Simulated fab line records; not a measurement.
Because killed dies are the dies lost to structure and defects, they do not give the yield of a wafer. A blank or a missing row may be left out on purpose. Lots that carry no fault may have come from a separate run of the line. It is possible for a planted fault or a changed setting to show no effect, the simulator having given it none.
What tool caused it? / flow berkeley-cmos170 / 15 lots, 45 wafers sampled, at 5 steps of a route of 331

WHAT THE GAUGES READ, wafer by wafer
UCB170_PSD_TW_MEAS_10.
lot=L653; measured=day 7 12:04; on=film-metro-04; PSD_TW=2314 2301 2322
lot=L654; measured=day 8 04:55; on=film-metro-02; PSD_TW=2299 2307 2309
lot=L655; measured=day 8 05:10; on=film-metro-01; PSD_TW=2330 2316 2327
lot=L658; measured=day 8 23:46; on=film-metro-01; PSD_TW=2318 2338 2336
lot=L657; measured=day 9 00:19; on=film-metro-01; PSD_TW=2331 2337 2330
lot=L661; measured=day 9 10:32; on=film-metro-02; PSD_TW=2293 2297 2301
lot=L660; measured=day 9 10:16; on=film-metro-04; PSD_TW=2308 2310 2327
lot=L663; measured=day 10 07:55; on=film-metro-04; PSD_TW=2331 2325 2314
lot=L664; measured=day 10 08:11; on=film-metro-01; PSD_TW=2328 2340 2336
lot=L666; measured=day 10 22:16; on=film-metro-01; PSD_TW=2321 2327 2333
lot=L665; measured=day 10 22:32; on=film-metro-02; PSD_TW=2290 2292 2299
lot=L667; measured=day 10 22:32; on=film-metro-04; PSD_TW=2315 2308 2309
lot=L668; measured=day 11 17:23; on=film-metro-01; PSD_TW=2342 2334 2336
lot=L669; measured=day 11 17:08; on=film-metro-02; PSD_TW=2307 2307 2320
lot=L671; measured=day 12 02:38; on=film-metro-02; PSD_TW=2292 2291 2309

UCB170_SDANNEAL_RS_MEAS_05: uses a four-point probe to measure.
lot=L653; measured=day 7 17:20; on=film-metro-04; NLDD_RS (ohm/sq)=614.0 617.4 616.8
lot=L654; measured=day 8 09:04; on=film-metro-01; NLDD_RS (ohm/sq)=613.8 613.6 614.0
lot=L655; measured=day 8 09:03; on=film-metro-02; NLDD_RS (ohm/sq)=619.8 618.9 618.2
lot=L658; measured=day 9 02:49; on=film-metro-01; NLDD_RS (ohm/sq)=615.4 616.5 616.6
lot=L657; measured=day 9 03:39; on=film-metro-04; NLDD_RS (ohm/sq)=615.7 612.9 615.3
lot=L661; measured=day 9 13:59; on=film-metro-01; NLDD_RS (ohm/sq)=619.8 617.0 617.5
lot=L660; measured=day 9 13:43; on=film-metro-04; NLDD_RS (ohm/sq)=616.5 618.1 617.5
lot=L663; measured=day 10 11:52; on=film-metro-04; NLDD_RS (ohm/sq)=618.6 618.8 617.4
lot=L664; measured=day 10 12:15; on=film-metro-02; NLDD_RS (ohm/sq)=616.5 617.1 618.0
lot=L666; measured=day 11 01:41; on=film-metro-01; NLDD_RS (ohm/sq)=614.9 614.1 615.3
lot=L665; measured=day 11 02:05; on=film-metro-02; NLDD_RS (ohm/sq)=618.7 617.9 620.6
lot=L667; measured=day 11 01:47; on=film-metro-04; NLDD_RS (ohm/sq)=558.9 566.3 565.1
lot=L668; measured=day 11 23:52; on=film-metro-04; NLDD_RS (ohm/sq)=550.0 545.6 567.1
lot=L669; measured=day 11 23:22; on=film-metro-02; NLDD_RS (ohm/sq)=558.7 555.4 575.5
lot=L671; measured=day 12 07:02; on=film-metro-04; NLDD_RS (ohm/sq)=614.5 614.9 615.9

EACH LOT AND THE TOOL THAT RAN IT (in order: tool; ch and the chambers of the sampled wafers; start)
lot=L653; UCB170_NLDD_IMPLANT_08=implanter-01 ch 0, day 7 04:16; UCB170_SDANNEAL_RTA_00=rtp-anneal-01 ch 0, day 7 16:49; UCB170_SDANNEAL_RTA_01=rtp-anneal-01 ch 0, day 7 16:53
lot=L654; UCB170_NLDD_IMPLANT_08=implanter-03 ch 0, day 7 19:10; UCB170_SDANNEAL_RTA_00=rtp-anneal-01 ch 0, day 8 08:34; UCB170_SDANNEAL_RTA_01=rtp-anneal-01 ch 0, day 8 08:38
lot=L655; UCB170_NLDD_IMPLANT_08=implanter-01 ch 0, day 7 19:35; UCB170_SDANNEAL_RTA_00=rtp-anneal-02 ch 0, day 8 08:34; UCB170_SDANNEAL_RTA_01=rtp-anneal-02 ch 0, day 8 08:38
lot=L658; UCB170_NLDD_IMPLANT_08=implanter-04 ch 0, day 8 15:02; UCB170_SDANNEAL_RTA_00=rtp-anneal-02 ch 0, day 9 02:20; UCB170_SDANNEAL_RTA_01=rtp-anneal-02 ch 0, day 9 02:24
lot=L657; UCB170_NLDD_IMPLANT_08=implanter-03 ch 0, day 8 15:29; UCB170_SDANNEAL_RTA_00=rtp-anneal-02 ch 0, day 9 03:10; UCB170_SDANNEAL_RTA_01=rtp-anneal-02 ch 0, day 9 03:14
lot=L661; UCB170_NLDD_IMPLANT_08=implanter-03 ch 0, day 9 02:08; UCB170_SDANNEAL_RTA_00=rtp-anneal-02 ch 0, day 9 13:29; UCB170_SDANNEAL_RTA_01=rtp-anneal-02 ch 0, day 9 13:34
lot=L660; UCB170_NLDD_IMPLANT_08=implanter-01 ch 0, day 9 02:33; UCB170_SDANNEAL_RTA_00=rtp-anneal-01 ch 0, day 9 13:13; UCB170_SDANNEAL_RTA_01=rtp-anneal-01 ch 0, day 9 13:17
lot=L663; UCB170_NLDD_IMPLANT_08=implanter-03 ch 0, day 9 22:38; UCB170_SDANNEAL_RTA_00=rtp-anneal-02 ch 0, day 10 11:23; UCB170_SDANNEAL_RTA_01=rtp-anneal-02 ch 0, day 10 11:28
lot=L664; UCB170_NLDD_IMPLANT_08=implanter-01 ch 0, day 9 22:59; UCB170_SDANNEAL_RTA_00=rtp-anneal-01 ch 0, day 10 11:46; UCB170_SDANNEAL_RTA_01=rtp-anneal-01 ch 0, day 10 11:50
lot=L666; UCB170_NLDD_IMPLANT_08=implanter-03 ch 0, day 10 10:32; UCB170_SDANNEAL_RTA_00=rtp-anneal-02 ch 0, day 11 01:12; UCB170_SDANNEAL_RTA_01=rtp-anneal-02 ch 0, day 11 01:16
lot=L665; UCB170_NLDD_IMPLANT_08=implanter-01 ch 0, day 10 10:46; UCB170_SDANNEAL_RTA_00=rtp-anneal-02 ch 0, day 11 01:37; UCB170_SDANNEAL_RTA_01=rtp-anneal-02 ch 0, day 11 01:40
lot=L667; UCB170_NLDD_IMPLANT_08=implanter-01 ch 0, day 10 16:07; UCB170_SDANNEAL_RTA_00=rtp-anneal-01 ch 0, day 11 01:19; UCB170_SDANNEAL_RTA_01=rtp-anneal-01 ch 0, day 11 01:22
lot=L668; UCB170_NLDD_IMPLANT_08=implanter-01 ch 0, day 11 07:34; UCB170_SDANNEAL_RTA_00=rtp-anneal-02 ch 0, day 11 23:22; UCB170_SDANNEAL_RTA_01=rtp-anneal-02 ch 0, day 11 23:26
lot=L669; UCB170_NLDD_IMPLANT_08=implanter-01 ch 0, day 11 08:10; UCB170_SDANNEAL_RTA_00=rtp-anneal-01 ch 0, day 11 22:51; UCB170_SDANNEAL_RTA_01=rtp-anneal-01 ch 0, day 11 22:55
lot=L671; UCB170_NLDD_IMPLANT_08=implanter-04 ch 0, day 11 19:17; UCB170_SDANNEAL_RTA_00=rtp-anneal-02 ch 0, day 12 06:32; UCB170_SDANNEAL_RTA_01=rtp-anneal-02 ch 0, day 12 06:37
- UCB170_NLDD_IMPLANT_08
- UCB170_SDANNEAL_RTA_00: time 10 s.
- UCB170_SDANNEAL_RTA_01: time 5 s.

AS READ BY THE TOOLS THEMSELVES (means over the sampled wafers that have a number; for cases with no such wafer, the mark the record gives instead)
UCB170_NLDD_IMPLANT_08.
lot=L653; tool=implanter-01; dose-ions-cm2=5e+13; rotation-deg (degrees)=0.001
lot=L654; tool=implanter-03; dose-ions-cm2=5e+13; rotation-deg (degrees)=0.001
lot=L655; tool=implanter-01; dose-ions-cm2=5e+13; rotation-deg (degrees)=-0.002
lot=L658; tool=implanter-04; dose-ions-cm2=5e+13; rotation-deg (degrees)=0.015
lot=L657; tool=implanter-03; dose-ions-cm2=5e+13; rotation-deg (degrees)=0.010
lot=L661; tool=implanter-03; dose-ions-cm2=5e+13; rotation-deg (degrees)=-0.004
lot=L660; tool=implanter-01; dose-ions-cm2=5e+13; rotation-deg (degrees)=0.015
lot=L663; tool=implanter-03; dose-ions-cm2=5e+13; rotation-deg (degrees)=-0.002
lot=L664; tool=implanter-01; dose-ions-cm2=5e+13; rotation-deg (degrees)=-0.008
lot=L666; tool=implanter-03; dose-ions-cm2=5e+13; rotation-deg (degrees)=0.016
lot=L665; tool=implanter-01; dose-ions-cm2=5e+13; rotation-deg (degrees)=0.007
lot=L667; tool=implanter-01; dose-ions-cm2=5e+13; rotation-deg (degrees)=0.005
lot=L668; tool=implanter-01; dose-ions-cm2=5e+13; rotation-deg (degrees)=-0.004
lot=L669; tool=implanter-01; dose-ions-cm2=5e+13; rotation-deg (degrees)=0.011
lot=L671; tool=implanter-04; dose-ions-cm2=5e+13; rotation-deg (degrees)=0.004

UCB170_SDANNEAL_RTA_00.
lot=L653; tool=rtp-anneal-01; lamp-power-pct (%)=27; wafer_temp_C_max=905.0
lot=L654; tool=rtp-anneal-01; lamp-power-pct (%)=27; wafer_temp_C_max=905.8
lot=L655; tool=rtp-anneal-02; lamp-power-pct (%)=21; wafer_temp_C_max=902.8
lot=L658; tool=rtp-anneal-02; lamp-power-pct (%)=21; wafer_temp_C_max=902.8
lot=L657; tool=rtp-anneal-02; lamp-power-pct (%)=21; wafer_temp_C_max=903.3
lot=L661; tool=rtp-anneal-02; lamp-power-pct (%)=21; wafer_temp_C_max=902.4
lot=L660; tool=rtp-anneal-01; lamp-power-pct (%)=27; wafer_temp_C_max=905.8
lot=L663; tool=rtp-anneal-02; lamp-power-pct (%)=21; wafer_temp_C_max=903.1
lot=L664; tool=rtp-anneal-01; lamp-power-pct (%)=27; wafer_temp_C_max=905.1
lot=L666; tool=rtp-anneal-02; lamp-power-pct (%)=21; wafer_temp_C_max=902.5
lot=L665; tool=rtp-anneal-02; lamp-power-pct (%)=21; wafer_temp_C_max=903.1
lot=L667; tool=rtp-anneal-01; lamp-power-pct (%)=27; wafer_temp_C_max=905.0
lot=L668; tool=rtp-anneal-02; lamp-power-pct (%)=21; wafer_temp_C_max=903.0
lot=L669; tool=rtp-anneal-01; lamp-power-pct (%)=27; wafer_temp_C_max=905.5
lot=L671; tool=rtp-anneal-02; lamp-power-pct (%)=21; wafer_temp_C_max=902.9

UCB170_SDANNEAL_RTA_01.
lot=L653; tool=rtp-anneal-01; lamp-power-pct (%)=41; wafer_temp_C_max=1055.0
lot=L654; tool=rtp-anneal-01; lamp-power-pct (%)=41; wafer_temp_C_max=1055.2
lot=L655; tool=rtp-anneal-02; lamp-power-pct (%)=32; wafer_temp_C_max=1053.0
lot=L658; tool=rtp-anneal-02; lamp-power-pct (%)=32; wafer_temp_C_max=1053.3
lot=L657; tool=rtp-anneal-02; lamp-power-pct (%)=32; wafer_temp_C_max=1053.3
lot=L661; tool=rtp-anneal-02; lamp-power-pct (%)=32; wafer_temp_C_max=1054.1
lot=L660; tool=rtp-anneal-01; lamp-power-pct (%)=41; wafer_temp_C_max=1055.3
lot=L663; tool=rtp-anneal-02; lamp-power-pct (%)=32; wafer_temp_C_max=1053.3
lot=L664; tool=rtp-anneal-01; lamp-power-pct (%)=41; wafer_temp_C_max=1056.3
lot=L666; tool=rtp-anneal-02; lamp-power-pct (%)=32; wafer_temp_C_max=1053.1
lot=L665; tool=rtp-anneal-02; lamp-power-pct (%)=32; wafer_temp_C_max=1053.3
lot=L667; tool=rtp-anneal-01; lamp-power-pct (%)=41; wafer_temp_C_max=1056.9
lot=L668; tool=rtp-anneal-02; lamp-power-pct (%)=32; wafer_temp_C_max=1054.2
lot=L669; tool=rtp-anneal-01; lamp-power-pct (%)=41; wafer_temp_C_max=1055.7
lot=L671; tool=rtp-anneal-02; lamp-power-pct (%)=32; wafer_temp_C_max=1053.9

THE ANSWER, worked out from the rows above alone
Rule: usual is defined by the lots themselves. The widest of any qualifying gaps counts: lots, ordered by their means at a reading, are off when they make up no more than a third of the lots, leave a main group of 4 or more, and stand apart from it by 3 or more times the standard deviation of that group's means. A main group whose means are all the same, to the digits that the tables above print for the reading, isn't used. A lot without any number at a reading at which 4 lots or more have one is off too. All remaining lots with rows at the step are treated as sound. Order of review: gauges by route order, followed by the tools' own readings, for which a lot's mean as printed above is used. The first step at which some lot is off is used, and at that step the reading that is off furthest; a lot without a number counts as furthest.
Off: at UCB170_SDANNEAL_RS_MEAS_05 (NLDD_RS), L667, L668, L669. The main group: mean 616.6 ohm/sq, standard deviation 1.7.
If a tool, at a process step before that reading, ran all the lots that are off and no sound lot after the first of them, it fits. Gauges at UCB170_SDANNEAL_RS_MEAS_05: tried the same way as those tools. One fits: UCB170_NLDD_IMPLANT_08 on implanter-01. A fault onset in the window from L665 (day 10 10:46, its last sound lot) to L667 (day 10 16:07, its first lot off) fits.

WHAT THE SIMULATOR HAD PUT IN
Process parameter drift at UCB170_NLDD_IMPLANT_08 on implanter-01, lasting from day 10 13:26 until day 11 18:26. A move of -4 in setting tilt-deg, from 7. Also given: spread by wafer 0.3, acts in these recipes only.
Shown lots that were struck: L667, L669, L668. Same finding as the rule above.
